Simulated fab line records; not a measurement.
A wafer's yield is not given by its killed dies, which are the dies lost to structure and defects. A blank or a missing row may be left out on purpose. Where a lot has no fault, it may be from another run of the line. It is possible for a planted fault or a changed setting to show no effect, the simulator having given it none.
Commonality check across tools	flow berkeley_cmos170	Sampled: 13 lots, 42 wafers

REASON FOR OPENING
1 of 13 lots carry a flag on the reading PFIELD_TW at UCB170_PFIELD_TW_MEAS_09. Fault-free wafers read 603, with a standard deviation of 4.8.
Rule: a lot gets a flag if all its wafers with a number sit over 4 standard deviations from that mean, or if no wafer of it has a number. As for the other lots, they are considered sound.

lot	measured	on	PFIELD_TW, wafer by wafer	flag
L315	day 4 01:14	film_metro-01	608 606 608	
L316	day 4 16:41	film_metro-01	605 604 606	
L319	day 5 02:18	film_metro-01	607 609 608	
L320	day 6 01:20	film_metro-01	604 604 606	
L323	day 6 11:46	film_metro-01	30 30 30 30 30 30	FLAGGED
L322	day 6 12:02	film_metro-02	599 596 596	
L321	day 6 12:11	film_metro-04	599 598 597	
L330	day 7 18:56	film_metro-04	598 599 599	
L329	day 8 03:45	film_metro-04	599 596 602	
L331	day 8 03:51	film_metro-01	607 608 610	
L332	day 8 04:04	film_metro-04	602 598 600	
L333	day 8 13:14	film_metro-01	611 611 611	
L335	day 8 20:41	film_metro-04	600 601 604	
The numbers of the flagged lots are 30 on average: -573 against the usual, or -99 or more standard deviations.

LOT BY LOT: THE TOOL USED
Before the reading, the record contains 2 process steps out of a 331-step route. Read each cell as the tool, then ch plus the chambers that the sampled wafers visited, then the start.
lot	flag	UCB170_ACTIVE_STRIP_16	UCB170_PFIELD_EXPOSE_03
L315		plasma_asher-01 ch 0,1, day 3 23:22	krf_scanner-02 ch 0, day 4 00:34
L316		plasma_asher-04 ch 0,1, day 4 14:59	krf_scanner-02 ch 0, day 4 15:59
L319		plasma_asher-01 ch 0,1, day 5 00:28	krf_scanner-01 ch 0, day 5 01:37
L320		plasma_asher-04 ch 0,1, day 5 22:34	krf_scanner-01 ch 0, day 6 00:40
L323	FLAGGED	plasma_asher-04 ch 0,1, day 6 06:36	krf_scanner-02 ch 0, day 6 10:35
L322		plasma_asher-02 ch 0,1, day 6 06:52	krf_scanner-01 ch 0, day 6 10:56
L321		plasma_asher-02 ch 0,1, day 6 07:10	krf_scanner-02 ch 0, day 6 11:14
L330		plasma_asher-01 ch 0,1, day 7 16:31	krf_scanner-02 ch 0, day 7 17:59
L329		plasma_asher-02 ch 0,1, day 8 01:14	krf_scanner-01 ch 0, day 8 02:56
L331		plasma_asher-01 ch 0,1, day 8 01:44	krf_scanner-02 ch 0, day 8 03:11
L332		plasma_asher-04 ch 0,1, day 8 01:30	krf_scanner-02 ch 0, day 8 03:19
L333		plasma_asher-04 ch 0,1, day 8 10:46	krf_scanner-02 ch 0, day 8 12:20
L335		plasma_asher-04 ch 0,1, day 8 18:23	krf_scanner-02 ch 0, day 8 19:53
What these steps do:
- UCB170_ACTIVE_STRIP_16: strips in O2.
- UCB170_PFIELD_EXPOSE_03: exposes mask PFIELD, target cd 1500 nm.
- UCB170_PFIELD_TW_MEAS_09

FLAGGED OVER TOTAL, TOOL BY TOOL (the gauges that took the reading come last)
step	tool	lots run	flagged	share of the flagged lots	sound lots run after its first flagged lot
UCB170_ACTIVE_STRIP_16	plasma_asher-01	4	0	none	-
UCB170_ACTIVE_STRIP_16	plasma_asher-02	3	0	none	-
UCB170_ACTIVE_STRIP_16	plasma_asher-04	6	1	all	3 (L332,L333,L335)
UCB170_PFIELD_EXPOSE_03	krf_scanner-01	4	0	none	-
UCB170_PFIELD_EXPOSE_03	krf_scanner-02	9	1	all	6 (L321,L330,L331,L332,L333,L335)
UCB170_PFIELD_TW_MEAS_09	film_metro-01	7	1	all	2 (L331,L333)
UCB170_PFIELD_TW_MEAS_09	film_metro-02	1	0	none	-
UCB170_PFIELD_TW_MEAS_09	film_metro-04	5	0	none	-

WHAT IS ALLOWED BY THE TABLE
3 rows of the table ran every flagged lot: plasma_asher-04 at UCB170_ACTIVE_STRIP_16, krf_scanner-02 at UCB170_PFIELD_EXPOSE_03, film_metro-01 at UCB170_PFIELD_TW_MEAS_09.
- plasma_asher-04 at UCB170_ACTIVE_STRIP_16: 1 of its 6 lots flagged. Sound lots ran on it after the first flagged one (L332, L333, L335), which a lasting fault on the whole tool wouldn't allow.
- krf_scanner-02 at UCB170_PFIELD_EXPOSE_03: 1 of its 9 lots flagged. Sound lots ran on it after the first flagged one (L321, L330, L331, L332, L333, L335), which a lasting fault on the whole tool wouldn't allow.
- film_metro-01 at UCB170_PFIELD_TW_MEAS_09: 1 of its 7 lots flagged. Sound lots ran on it after the first flagged one (L331, L333), which a lasting fault on the whole tool wouldn't allow.
No row of the table ran every flagged lot and no sound lot after the first.

WHAT WAS PUT IN BY THE SIMULATOR
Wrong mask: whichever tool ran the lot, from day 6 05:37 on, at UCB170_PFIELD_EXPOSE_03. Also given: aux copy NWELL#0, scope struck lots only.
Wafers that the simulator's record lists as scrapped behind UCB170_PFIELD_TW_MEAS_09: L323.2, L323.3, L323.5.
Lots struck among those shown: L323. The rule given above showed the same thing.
